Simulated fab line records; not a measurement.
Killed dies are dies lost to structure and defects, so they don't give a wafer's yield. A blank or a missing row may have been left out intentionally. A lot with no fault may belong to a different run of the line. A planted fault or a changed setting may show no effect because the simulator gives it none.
Split-lot experiment	flow berkeley cmos170	5 lots, 23 wafers read, on a route of 331 steps

THE SPLIT
At UCB170_ACTIVE_CVD_05 (deposits Si3N4 from SiH2Cl2/NH3, target thk 220 nm, time 3300 s), the setting time s was moved away from the recipe's 3300 s on 20 of the 23 wafers read, by +3.8% to +11.5%. The other wafers ran this setting at the recipe's value.

Between the split and the reading, the file records no step.

THE READING
ACTIVE_NITRIDE_THK, in nm, at UCB170_ACTIVE_THK_MEAS_06. Fault-free wafers of this fab line usually give 220.4 nm, standard deviation 1.9 nm.

wafer	tool, chamber at the split	time s as run, s	against the recipe	ACTIVE_NITRIDE_THK, nm	against lot-mates on the recipe
L076.1	-, -	3681	+11.5%	242.7	no lot-mate on the recipe
L076.2	-, -	3681	+11.5%	242.2	no lot-mate on the recipe
L076.3	-, -	3681	+11.5%	243.5	no lot-mate on the recipe
L076.4	-, -	3681	+11.5%	242.4	no lot-mate on the recipe
L076.6	-, -	3681	+11.5%	242.7	no lot-mate on the recipe
L077.1	lpcvd-02, 0	3300	recipe	223.4	-
L077.4	lpcvd-02, 0	3300	recipe	220.4	-
L077.5	lpcvd-02, 0	3300	recipe	222.8	-
L079.1	-, -	3556	+7.8%	236.7	no lot-mate on the recipe
L079.2	-, -	3556	+7.8%	237.6	no lot-mate on the recipe
L079.3	-, -	3556	+7.8%	237.3	no lot-mate on the recipe
L079.4	-, -	3556	+7.8%	236.9	no lot-mate on the recipe
L079.6	-, -	3556	+7.8%	237.2	no lot-mate on the recipe
L080.1	-, -	3425	+3.8%	228.1	no lot-mate on the recipe
L080.2	-, -	3425	+3.8%	225.7	no lot-mate on the recipe
L080.3	-, -	3425	+3.8%	229.6	no lot-mate on the recipe
L080.4	-, -	3425	+3.8%	225.4	no lot-mate on the recipe
L080.5	-, -	3425	+3.8%	228.1	no lot-mate on the recipe
L082.1	-, -	3509	+6.3%	234.1	no lot-mate on the recipe
L082.2	-, -	3509	+6.3%	233.6	no lot-mate on the recipe
L082.4	-, -	3509	+6.3%	234.6	no lot-mate on the recipe
L082.5	-, -	3509	+6.3%	234.1	no lot-mate on the recipe
L082.6	-, -	3509	+6.3%	232.7	no lot-mate on the recipe

THE FIT
A straight line over all 23 wafers: ACTIVE_NITRIDE_THK changes by +1.87 nm for each +1% of time s; r = +0.98; the points scatter about the line by 1.3 nm.
Too few moved wafers with a lot-mate on the recipe to fit a line net of each lot's own level.

THE WHOLE CHAIN: every reading that the file lists as answering this split, in the file's order
step	what it does	reading	change (the file's fit)	r (the file's)
UCB170_ACTIVE_CVD_05	deposits Si3N4 from SiH2Cl2/NH3, target thk 220 nm, time 3300 s	Si3N4_of_ACTIVE_CVD_05.thk nm (the simulator's own value, which no gauge read)	+1.88 nm for each +1% of the setting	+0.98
UCB170_ACTIVE_THK_MEAS_06		ACTIVE_NITRIDE_THK	+1.87 for each +1% of the setting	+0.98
UCB170_ACTIVE_ETCH_15	etches Si3N4 in CH3F/Ar/O2, stops on SiO2, target depth 242 nm, time 151 s	etch.depth nm (the simulator's own value, which no gauge read)	+1.8 nm for each +1% of the setting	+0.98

FILE'S OWN FIT
ACTIVE_NITRIDE_THK changes by +1.87 nm for each +1% of time s, r = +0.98.
